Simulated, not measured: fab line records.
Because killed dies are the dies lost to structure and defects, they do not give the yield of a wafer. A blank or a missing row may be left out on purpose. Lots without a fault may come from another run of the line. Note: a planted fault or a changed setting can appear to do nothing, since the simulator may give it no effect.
Which tool was responsible? | flow berkeley-cmos170 | 14 lots with 42 wafers sampled at 3 steps, on a route of 331 steps

## WHAT EACH GAUGE READ, for each wafer
UCB170_PLDD_TW_MEAS_11. Usual: PLDD_TW typically reads 1007, with standard deviation 9.9.
lot  | measured     | on            | PLDD_TW        | flag
L746 | day 7 00:52  | film-metro-02 | 1023 1021 1017 |
L747 | day 7 01:53  | film-metro-02 | 1024 1024 1018 |
L750 | day 7 12:49  | film-metro-02 | 1027 1016 1020 |
L748 | day 7 13:05  | film-metro-02 | 1024 1023 1021 |
L749 | day 7 13:10  | film-metro-03 | 997 1004 989   |
L751 | day 8 10:29  | film-metro-03 | 1003 996 1001  |
L757 | day 9 21:35  | film-metro-01 | 944 950 943    | OFF
L760 | day 10 06:28 | film-metro-02 | 1014 1015 1016 |
L758 | day 10 06:42 | film-metro-01 | 944 940 945    | OFF
L762 | day 11 00:14 | film-metro-03 | 1004 1002 1007 |
L766 | day 11 11:49 | film-metro-02 | 1013 1012 1008 |
L764 | day 11 12:07 | film-metro-02 | 1011 1011 1015 |
L769 | day 12 02:47 | film-metro-02 | 1014 1014 1011 |
L768 | day 12 03:01 | film-metro-03 | 997 999 999    |

UCB170_SDANNEAL_RS_MEAS_04: uses a four-point probe to measure. Usual: PLDD_RS typically reads 1032.0 ohm/sq, with standard deviation 2.8.
lot  | measured     | on            | PLDD_RS (ohm/sq)     | flag
L746 | day 7 18:07  | film-metro-02 | 1033.9 1032.5 1033.1 |
L747 | day 7 18:08  | film-metro-01 | 1035.0 1033.7 1033.9 |
L750 | day 8 01:40  | film-metro-03 | 1035.4 1036.3 1034.0 |
L748 | day 8 02:04  | film-metro-01 | 1027.2 1026.7 1030.4 |
L749 | day 8 01:52  | film-metro-02 | 1036.0 1032.9 1037.0 |
L751 | day 9 02:24  | film-metro-03 | 1036.2 1033.0 1034.5 |
L757 | day 10 11:10 | film-metro-01 | 1190.2 1190.4 1190.9 | OFF
L760 | day 10 19:29 | film-metro-02 | 1030.5 1029.3 1032.8 |
L758 | day 10 19:39 | film-metro-03 | 1192.8 1189.9 1185.0 | OFF
L762 | day 11 15:29 | film-metro-01 | 1030.0 1029.0 1027.7 |
L766 | day 12 00:10 | film-metro-03 | 1031.9 1032.7 1035.1 |
L764 | day 12 00:59 | film-metro-03 | 1038.4 1034.6 1035.5 |
L769 | day 12 15:58 | film-metro-02 | 1028.0 1026.9 1030.1 |
L768 | day 13 06:34 | film-metro-02 | 1031.7 1034.2 1035.3 |

## TOOL THAT RAN EACH LOT (tool first, then ch and the chambers of the sampled wafers, then the start)
lot  | UCB170_PLDD_IMPLANT_09
L746 | implanter-02 ch 0, day 7 00:39
L747 | implanter-03 ch 0, day 7 01:38
L750 | implanter-04 ch 0, day 7 12:34
L748 | implanter-02 ch 0, day 7 12:50
L749 | implanter-04 ch 0, day 7 12:56
L751 | implanter-02 ch 0, day 8 10:16
L757 | implanter-02 ch 0, day 9 21:21
L760 | implanter-04 ch 0, day 10 06:14
L758 | implanter-02 ch 0, day 10 06:28
L762 | implanter-04 ch 0, day 11 00:00
L766 | implanter-04 ch 0, day 11 11:34
L764 | implanter-04 ch 0, day 11 11:52
L769 | implanter-04 ch 0, day 12 02:32
L768 | implanter-03 ch 0, day 12 02:46
- UCB170_PLDD_IMPLANT_09

## AS READ BY THE TOOLS THEMSELVES (means over the sampled wafers that have a number; for cases with no such wafer, the mark the record gives instead)
UCB170_PLDD_IMPLANT_09. Usual: beam-on-s 9.98 s, standard deviation 0.19; dose-ions-cm2 4.999e+13, standard deviation 5.3e+10; faraday-current-uA 159, standard deviation 3.1; tilt-deg 7.000 degrees, standard deviation 0.02.
lot  | tool         | beam-on-s (s) | dose-ions-cm2 | faraday-current-uA | tilt-deg (degrees) | flag
L746 | implanter-02 | 9.73          | 5.008e+13     | 163                | 7.031              |
L747 | implanter-03 | 10.09         | 4.997e+13     | 157                | 7.008              |
L750 | implanter-04 | 9.83          | 4.999e+13     | 161                | 7.005              |
L748 | implanter-02 | 9.94          | 4.993e+13     | 160                | 6.993              |
L749 | implanter-04 | 9.88          | 4.992e+13     | 161                | 7.011              |
L751 | implanter-02 | 10.12         | 4.996e+13     | 156                | 7.004              |
L757 | implanter-02 | 10.15         | 3.347e+13     | 105                | 7.000              | OFF
L760 | implanter-04 | 9.96          | 4.995e+13     | 159                | 7.016              |
L758 | implanter-02 | 9.94          | 3.349e+13     | 107                | 6.989              | OFF
L762 | implanter-04 | 10.00         | 4.998e+13     | 158                | 7.007              |
L766 | implanter-04 | 10.20         | 5.001e+13     | 156                | 7.036              |
L764 | implanter-04 | 10.13         | 4.998e+13     | 157                | 7.010              |
L769 | implanter-04 | 10.02         | 5.006e+13     | 157                | 7.007              |
L768 | implanter-03 | 9.99          | 5.004e+13     | 159                | 7.007              |

## THE ANSWER, worked out from the rows above alone
Rule: a lot counts as off when the mean over its wafers that have a number is more than 3 standard deviations away from the usual mean. Also off: a lot with no number at a reading for which 4 or more lots have one. The other lots that the step has rows for count as sound. First the gauges in route order, then the tools' own readings, where a lot's mean is used as printed above. The first step at which some lot is off is used, and at that step the reading that is off furthest; a lot without a number counts as furthest.
Off: L757, L758, at UCB170_PLDD_TW_MEAS_11 (PLDD_TW).
If a tool, at a process step before that reading, ran all the lots that are off and no sound lot after the first of them, it fits. Not tried: the gauges at UCB170_PLDD_TW_MEAS_11; whatever is off there is also off at UCB170_PLDD_IMPLANT_09, on other tools, and gauge error can't account for it. One fits: UCB170_PLDD_IMPLANT_09 on implanter-02. Its last sound lot is L751 (day 8 10:16), its first lot that is off L757 (day 9 21:21): a fault that began between those two fits.
The tool's own readings at UCB170_PLDD_IMPLANT_09 bear it out: on the lots that are off they differ by more than 5 times the standard deviation of the sound lots' means. dose-ions-cm2 reads 3.348e+13 there against 4.999e+13 on the sound lots; faraday-current-uA reads 106 there against 159 on the sound lots.

## WHAT THE SIMULATOR HAD PUT IN
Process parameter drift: implanter-02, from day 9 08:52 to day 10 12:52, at UCB170_PLDD_IMPLANT_09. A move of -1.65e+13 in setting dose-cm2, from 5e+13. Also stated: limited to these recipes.
Shown lots that were struck: L757, L758. The rule given above showed the same thing.
